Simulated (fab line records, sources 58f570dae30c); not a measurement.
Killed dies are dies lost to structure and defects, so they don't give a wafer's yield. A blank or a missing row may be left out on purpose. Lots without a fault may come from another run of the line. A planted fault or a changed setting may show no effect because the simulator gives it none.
Which tool did it? | flow berkeley_cmos170 | 7 lots, 21 wafers sampled, at 3 steps of a route of 331

WHAT THE GAUGES READ, wafer by wafer
UCB170_SILICIDE_RS_MEAS_02: measures by four-point-probe.
lot  | measured     | on            | SILICIDE_TI_RS (ohm/sq)
L109 | day 7 06:28  | film_metro-03 | 26.5 26.8 26.8
L112 | day 7 17:54  | film_metro-02 | 25.8 25.2 25.6
L117 | day 9 00:40  | film_metro-02 | 25.3 25.1 25.1
L118 | day 8 23:52  | film_metro-02 | - - -
L125 | day 10 14:17 | film_metro-02 | 25.9 25.9 26.0
L126 | day 10 14:06 | film_metro-02 | 25.9 25.3 25.7
L130 | day 12 01:54 | film_metro-03 | 26.4 26.1 25.9

WHICH TOOL RAN EACH LOT (tool, then ch and the chambers of the sampled wafers, then the start)
lot  | UCB170_ACTIVE_ETCH_15             | UCB170_SILICIDE_SPUTTER_01
L109 | rie_diel-01 ch 0,1,3, day 4 14:43 | pvd_sputter-01, day 7 06:26
L112 | rie_diel-03 ch 0,2,3, day 5 06:33 | pvd_sputter-04, day 7 17:51
L117 | rie_diel-03 ch 0,2, day 6 02:59   | pvd_sputter-04, day 9 00:38
L118 | rie_diel-03 ch 1,2,3, day 6 11:58 | pvd_sputter-01, day 8 23:49
L125 | rie_diel-01 ch 0,1,3, day 7 22:13 | pvd_sputter-03, day 10 14:14
L126 | rie_diel-02 ch 0,1,2, day 8 02:44 | pvd_sputter-04, day 10 14:03
L130 | rie_diel-01 ch 1,3, day 9 08:25   | pvd_sputter-03, day 12 01:50
- UCB170_ACTIVE_ETCH_15: etches Si3N4 in CH3F/Ar/O2, stops on SiO2, target depth 242 nm, time 151 s.
- UCB170_SILICIDE_SPUTTER_01: material Ti, target thk 30 nm, time 25 s.

THE ANSWER, worked out from the rows above alone
Rule: what is usual is taken from the lots themselves. Put in order of their means at a reading, lots are off if they are a third of the lots or fewer, leave a main group of 4 or more, and stand apart from it by a gap of 3 or more times the standard deviation of the main group's means; of several such gaps the widest counts. A main group whose means are all the same, to the digits that the tables above print for the reading, isn't used. A lot without any number at a reading at which 4 lots or more have one is off too. The other lots that the step has rows for count as sound.
Off: L118, at UCB170_SILICIDE_RS_MEAS_02 (SILICIDE_TI_RS). Without a number there: L118. The main group: mean 25.9 ohm/sq, standard deviation 0.49.
A tool fits if, at a process step before that reading, it ran every lot that is off, and no sound lot after the first of them. The gauges at UCB170_SILICIDE_RS_MEAS_02 are tried like those tools. Can't be told from this: 2 tools fit, rie_diel-03 at UCB170_ACTIVE_ETCH_15, pvd_sputter-01 at UCB170_SILICIDE_SPUTTER_01.

WHAT THE SIMULATOR HAD PUT IN
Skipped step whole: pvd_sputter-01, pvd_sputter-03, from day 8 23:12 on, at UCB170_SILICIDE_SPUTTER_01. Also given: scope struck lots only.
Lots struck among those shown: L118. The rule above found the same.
